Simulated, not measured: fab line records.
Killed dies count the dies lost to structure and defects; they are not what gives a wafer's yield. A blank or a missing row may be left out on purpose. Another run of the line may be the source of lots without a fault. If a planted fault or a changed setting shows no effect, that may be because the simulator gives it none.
Comparing a struck lot with a sound one :: flow rit-cmos :: 43 steps out of a route of 202
Sound: the wafers L489.2, L489.4, L489.6. Struck: wafers L498.1, L498.4. (L498.6 of the same lot was not struck and is left out.) The cause comes at the end.
Per side, at each step with rows, come the tool, then ch with its chambers, and then its first start. Under that, the readings that differ: sound wafers :: struck wafers :: difference of the means :: sigmas: that difference in standard deviations of wafers without a fault.
alike: a reading whose means differ by less than 2 such deviations, as well as words and numbers matching on both sides. not compared: withheld readings; readings where some wafer has no value; bounds like >300 that might hide an equal value; numbers whose values overlap and for which the record gives no deviation.
The two part at a step that has a row with sigmas, a row that says differs or no value, or rows on one side only. Numbers that don't overlap but have no deviation are shown without sigmas and don't part them. A reading missing from all wafers of one side parts the sides only when that side holds two or more wafers.

first, 1 step without rows for these wafers: RIT_SDANNEAL_RTA_03 (time 5 s).
RIT_SDANNEAL_RS_MEAS_04: a four-point-probe measurement.
  sound: film-metro-04 at day 3 11:31; struck: film-metro-02 at day 5 08:10
  alike: PSD_RS
RIT_SDANNEAL_RS_MEAS_05: a four-point-probe measurement.
  sound: film-metro-04 at day 3 11:38; struck: film-metro-02 at day 5 08:17
  alike: NSD_RS
RIT_SDANNEAL_RS_MEAS_06: a four-point-probe measurement.
  sound: film-metro-04 at day 3 11:46; struck: film-metro-02 at day 5 08:25
  alike: PLDD_RS
RIT_SDANNEAL_RS_MEAS_07: a four-point-probe measurement.
  sound: film-metro-04 at day 3 11:53; struck: film-metro-02 at day 5 08:32
  alike: NLDD_RS
then, 1 step without rows for these wafers: RIT_SILICIDE_WET_ETCH_00 (etches SiO2 in BOE, target depth 14 nm, time 15 s).
RIT_SILICIDE_SPUTTER_01: material Ti, target thk 30 nm, time 240 s.
  sound: pvd-sputter-01 at day 3 12:00; struck: pvd-sputter-02 at day 5 08:40
  alike: throttle-valve-pct
RIT_SILICIDE_RS_MEAS_02: a four-point-probe measurement.
  sound: film-metro-03 at day 3 12:10; struck: film-metro-03 at day 5 08:49
  alike: SILICIDE_TI_RS
RIT_SILICIDE_THK_MEAS_03: measures by xrf.
  sound: film-metro-03 at day 3 12:17; struck: film-metro-03 at day 5 08:56
  alike: SILICIDE_TI_THK
RIT_SILICIDE_RTA_04: time 10 s, ramp up 5 s, ramp down 5 s.
  sound on rtp-anneal-01 ch 0, day 3 12:20; struck on rtp-anneal-02 ch 0, day 5 09:00
  alike: wafer_temp_C_max
then, 1 step without rows for these wafers: RIT_SILICIDE_WET_ETCH_05 (etches Ti in SPM, time 120 s).
RIT_SILICIDE_RTA_06: time 10 s, ramp up 5 s, ramp down 10 s.
  sound on rtp-anneal-02 ch 0, day 3 12:26; struck on rtp-anneal-01 ch 0, day 5 09:07
  alike: wafer_temp_C_max
RIT_CONTACT_CVD_00: deposits SiO2 from TEOS, target thk 400 nm, time 61 s.
  sound on pecvd-04 ch 1,2, day 3 12:30; struck on pecvd-04 ch 0, day 5 09:10
reading: model.SiO2_of_CONTACT_CVD_00.thk-nm (nm)
sound: 395.2 405.3 409.1
struck: 377.1 382.6
difference: -23.3
sigmas: 
  alike: heater-power-w, susceptor-temp-C
RIT_CONTACT_THK_MEAS_01:
  sound: film-metro-02 at day 3 12:34; struck: film-metro-04 at day 5 09:15
reading: CONTACT_TEOS_THK (nm)
sound: 395 405 409
struck: 377 383
difference: -23
sigmas: -4
then, 6 steps without rows for these wafers: RIT_CONTACT_HMDS_02 (prime time 60 s); RIT_CONTACT_COAT_03 (resist thk 1000 nm); RIT_CONTACT_SOFTBAKE_04 (time 60 s); RIT_CONTACT_EXPOSE_05 (exposes mask M11, target cd 1000 nm); RIT_CONTACT_PEB_06; RIT_CONTACT_DEVELOP_07 (develop time 120 s).
RIT_CONTACT_CD_MEAS_08 targets a cd of 1000 nm.
  sound: cd-sem-02 at day 3 13:36; struck: cd-sem-02 at day 5 10:22
  alike: cd-nm
RIT_CONTACT_OVL_MEAS_09:
  sound: overlay-01 at day 3 13:42; struck: overlay-02 at day 5 10:29
  alike: CONTACT_OVL
then, 1 step without rows for these wafers: RIT_CONTACT_HARDBAKE_10 (time 60 s).
RIT_CONTACT_ETCH_11: etches SiO2 in CHF3/CF4/Ar, stops on TiSi2, target depth 480 nm, time 320 s.
  sound on rie-diel-02 ch 1,2, day 3 13:53; struck on rie-diel-01 ch 0,3, day 5 10:41
reading: model.etch.depth-nm (nm)
sound: 395.2 405.3 409.1
struck: 377.1 382.6
difference: -23.3
sigmas: 

reading: model.CONTACT.feature-depth-nm (nm)
sound: 395.2 405.3 409.2
struck: 377.1 382.6
difference: -23.4
sigmas: 
  alike: drypump-motor-current-A, oes-product-au, throttle-valve-pct
  not compared: rf-hours-counter-h
RIT_CONTACT_STRIP_12: strips in O2, time 180 s.
  sound on plasma-asher-02 ch 0,1, day 3 14:05; struck on plasma-asher-01 ch 0,1, day 5 10:52
  alike: drypump-motor-current-A
  not compared: rf-hours-counter-h
RIT_CONTACT_CD_MEAS_90 targets a cd of 1000 nm.
  sound: cd-sem-02 at day 3 14:16; struck: cd-sem-01 at day 5 11:03
  alike: cd-nm
then, 2 steps without rows for these wafers: RIT_CONTACT_CLEAN_13 (cleans in SC1, time 600 s); RIT_CONTACT_CLEAN_14 (cleans in SC2, time 600 s).
RIT_M1_SPUTTER_00: material Al, target thk 400 nm, time 500 s.
  sound: pvd-sputter-03 at day 3 14:43; struck: pvd-sputter-04 at day 5 11:31
  alike: throttle-valve-pct
RIT_M1_RS_MEAS_01: a four-point-probe measurement.
  sound: film-metro-02 at day 3 15:02; struck: film-metro-01 at day 5 11:49
  alike: M1_AL_RS
RIT_M1_THK_MEAS_02: measures by xrf.
  sound: film-metro-02 at day 3 15:09; struck: film-metro-01 at day 5 11:56
  alike: M1_AL_THK
then, 6 steps without rows for these wafers: RIT_M1_HMDS_03 (prime time 60 s); RIT_M1_COAT_04 (resist thk 1322 nm); RIT_M1_SOFTBAKE_05 (time 60 s); RIT_M1_EXPOSE_06 (exposes mask M12, target cd 2600 nm); RIT_M1_PEB_07; RIT_M1_DEVELOP_08 (develop time 68 s).
RIT_M1_CD_MEAS_09 targets a cd of 2600 nm.
  sound: cd-sem-02 at day 3 16:06; struck: cd-sem-02 at day 5 13:00
  alike: cd-nm
RIT_M1_OVL_MEAS_10:
  sound: overlay-02 at day 3 16:12; struck: overlay-02 at day 5 13:07
  alike: M1_OVL
then, 1 step without rows for these wafers: RIT_M1_HARDBAKE_11 (time 120 s).
RIT_M1_METAL_ETCH_12: etches Al in Cl2/BCl3, stops on SiO2, time 165 s, target depth 600 nm.
  sound on rie-metal-01 ch 0,1, day 3 16:29; struck on rie-metal-01 ch 0, day 5 13:25
reading: model.SiO2_of_CONTACT_CVD_00.thk-nm (nm)
sound: 357 366.8 371.7
struck: 339.9 345.4
difference: -22.5
sigmas: 
  alike: bcl3-flow-sccm, drypump-motor-current-A, oes-product-au, throttle-valve-pct
  not compared: rf-hours-counter-h
then, 1 step without rows for these wafers: RIT_M1_STRIP_13 (strips in nmp, time 600 s).
RIT_M1_PROBE_99:
  sound wafers here have rows in the record (prober-02, day 3 18:47); struck ones have none

WHERE THEY PART
Last at RIT_M1_PROBE_99 as far as this record goes, first at RIT_CONTACT_THK_MEAS_01.

WHY: the cause the simulator had injected
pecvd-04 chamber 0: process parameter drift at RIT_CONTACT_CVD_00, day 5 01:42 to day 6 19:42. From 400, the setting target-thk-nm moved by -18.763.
